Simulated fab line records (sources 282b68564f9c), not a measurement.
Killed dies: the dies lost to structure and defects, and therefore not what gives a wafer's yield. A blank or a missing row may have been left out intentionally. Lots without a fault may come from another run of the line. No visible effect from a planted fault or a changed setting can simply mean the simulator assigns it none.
The tool behind it: which one? | flow rit cmos | Sampling: 14 lots, 42 wafers, 4 of 202 route steps

WHAT THE GAUGES SHOWED, per wafer
RIT_ACTIVE_CD_MEAS_11: the cd target is 1400 nm.
lot  | measured    | on        | cd nm (nm)
L789 | day 1 20:23 | cd sem-01 | 1398.7 1401.6 1397.3
L790 | day 2 02:05 | cd sem-01 | 1399.1 1400.5 1399.4
L791 | day 2 05:54 | cd sem-01 | 1401.2 1400.4 1397.9
L792 | day 2 14:06 | cd sem-02 | 1395.3 1396.9 1396.8
L793 | day 3 00:11 | cd sem-02 | 1399.5 1398.4 1400.3
L794 | day 3 00:23 | cd sem-01 | 1401.4 1402.6 1402.6
L796 | day 3 07:36 | cd sem-02 | 1397.6 1399.0 1398.0
L795 | day 3 07:52 | cd sem-01 | 1401.0 1400.6 1400.4
L797 | day 3 15:02 | cd sem-02 | 1395.7 1397.7 1397.6
L801 | day 4 16:23 | cd sem-01 | 1402.2 1400.8 1400.2
L803 | day 4 19:28 | cd sem-02 | 1399.9 1398.5 1399.0
L804 | day 5 02:39 | cd sem-01 | 1403.9 1404.4 1401.7
L808 | day 6 00:16 | cd sem-02 | 1397.4 1399.8 1400.2
L811 | day 6 11:29 | cd sem-01 | 1400.0 1402.4 1401.4

RIT_M1_CD_MEAS_09: the cd target is 2600 nm.
lot  | measured    | on        | cd nm (nm)
L789 | day 4 07:19 | cd sem-02 | 2603.7 2601.4 2604.1
L790 | day 5 01:50 | cd sem-01 | 2600.9 2601.9 2603.3
L791 | day 5 01:31 | cd sem-02 | 2597.5 2597.9 2596.9
L792 | day 5 14:22 | cd sem-02 | 2603.7 2600.1 2603.0
L793 | day 6 04:16 | cd sem-02 | 2598.3 2601.2 2598.9
L794 | day 5 14:05 | cd sem-01 | 2599.4 2602.1 2600.7
L796 | day 6 04:19 | cd sem-02 | 2600.3 2600.9 2599.4
L795 | day 6 03:58 | cd sem-01 | 2597.8 2599.6 2599.8
L797 | day 6 04:31 | cd sem-01 | 2604.8 2601.3 2605.2
L801 | day 7 00:55 | cd sem-02 | 2601.7 2601.8 2601.2
L803 | day 7 04:02 | cd sem-02 | 2602.7 2601.3 2600.1
L804 | day 7 08:05 | cd sem-02 | 2595.9 2596.9 2599.8
L808 | day 7 20:45 | cd sem-02 | 2598.8 2601.2 2602.6
L811 | day 8 06:51 | cd sem-02 | 2600.5 2603.2 2602.5

RIT_M1_BOW_MEAS_16.
lot  | measured    | on            | M1_BOW (um)
L789 | day 4 09:51 | film metro-03 | 12 16 21
L790 | day 5 05:46 | film metro-02 | 13 16 -3
L791 | day 5 04:14 | film metro-03 | 21 19 17
L792 | day 5 18:13 | film metro-03 | 14 10 18
L793 | day 6 08:12 | film metro-02 | 18 21 19
L794 | day 5 16:37 | film metro-03 | 5 19 13
L796 | day 6 08:08 | film metro-01 | 18 15 17
L795 | day 6 06:40 | film metro-02 | 9 21 9
L797 | day 6 08:16 | film metro-02 | 28 33 24
L801 | day 7 04:33 | film metro-02 | 18 14 3
L803 | day 7 06:35 | film metro-01 | 21 21 30
L804 | day 7 10:38 | film metro-01 | 13 11 14
L808 | day 7 23:17 | film metro-01 | 21 14 15
L811 | day 8 09:23 | film metro-01 | 8 19 10

WHAT TOOL EACH LOT RAN ON (gives the tool, then ch and the chambers of the sampled wafers, and finally the start)
lot  | RIT_ACTIVE_ETCH_13
L789 | rie diel-03 ch 0,1,2, day 1 20:38
L790 | rie diel-04 ch 0,1,3, day 2 02:21
L791 | rie diel-02 ch 1,2,3, day 2 06:08
L792 | rie diel-04 ch 1,2,3, day 2 14:22
L793 | rie diel-03 ch 0,1,2, day 3 00:23
L794 | rie diel-02 ch 0,1, day 3 00:38
L796 | rie diel-04 ch 1,3, day 3 07:52
L795 | rie diel-03 ch 0,1, day 3 08:07
L797 | rie diel-02 ch 0,1,2, day 3 15:19
L801 | rie diel-02 ch 1,2,3, day 4 16:39
L803 | rie diel-02 ch 1,2,3, day 4 19:43
L804 | rie diel-04 ch 0,2,3, day 5 03:21
L808 | rie diel-03 ch 0,2,3, day 6 00:29
L811 | rie diel-03 ch 0,2,3, day 6 11:50
- RIT_ACTIVE_ETCH_13: etches Si3N4 in SF6, stops on SiO2, time 210 s, target depth 210 nm.

AS READ BY THE TOOLS THEMSELVES (means over the sampled wafers that have a number; for cases with no such wafer, the mark the record gives instead)
RIT_ACTIVE_ETCH_13.
lot  | tool        | chamber pressure mTorr (mTorr) | drypump motor current A (A) | oes product au (a.u.) | rf fwd power W (W) | throttle valve pct (%)
L789 | rie diel-03 | 260.08                         | 5.6                         | 0.835                 | 124.4              | 7.62
L790 | rie diel-04 | 260.10                         | 6.0                         | 0.829                 | 124.7              | 7.49
L791 | rie diel-02 | 260.04                         | 6.0                         | 0.821                 | 124.9              | 7.43
L792 | rie diel-04 | 260.19                         | 5.6                         | 0.835                 | 124.8              | 7.40
L793 | rie diel-03 | 260.16                         | 5.6                         | 0.826                 | 124.6              | 7.62
L794 | rie diel-02 | 259.73                         | 5.9                         | 0.833                 | 124.6              | 7.52
L796 | rie diel-04 | 259.69                         | 5.9                         | 0.837                 | 125.0              | 7.45
L795 | rie diel-03 | 260.01                         | 5.7                         | 0.835                 | 124.3              | 7.64
L797 | rie diel-02 | 260.22                         | 5.9                         | 0.817                 | 124.5              | 7.46
L801 | rie diel-02 | 260.19                         | 6.0                         | 0.823                 | 124.7              | 7.44
L803 | rie diel-02 | 260.02                         | 6.0                         | 0.817                 | 124.8              | 7.45
L804 | rie diel-04 | 260.25                         | 5.7                         | 0.822                 | 124.5              | 7.44
L808 | rie diel-03 | 259.77                         | 5.9                         | 0.819                 | 124.6              | 7.60
L811 | rie diel-03 | 259.84                         | 5.9                         | 0.830                 | 125.3              | 7.60

THE ANSWER, worked out from the rows above alone
Rule: the lots themselves supply what counts as usual. The widest of any qualifying gaps counts: lots, ordered by their means at a reading, are off when they make up no more than a third of the lots, leave a main group of 4 or more, and stand apart from it by 3 or more times the standard deviation of that group's means. A main group whose means are all the same, to the digits that the tables above print for the reading, isn't used. A lot without any number at a reading at which 4 lots or more have one is off too. Any other lot the step has rows for is counted as sound. The gauges are gone through in route order, then the tools' own readings, and for those a lot's mean is taken as printed above. At the first step where some lot is off, the reading lying furthest off is the one used; lots without a number count as furthest.
Across all readings shown, no lot is off: no conclusion can be drawn from this.

WHAT THE SIMULATOR HAD INSERTED
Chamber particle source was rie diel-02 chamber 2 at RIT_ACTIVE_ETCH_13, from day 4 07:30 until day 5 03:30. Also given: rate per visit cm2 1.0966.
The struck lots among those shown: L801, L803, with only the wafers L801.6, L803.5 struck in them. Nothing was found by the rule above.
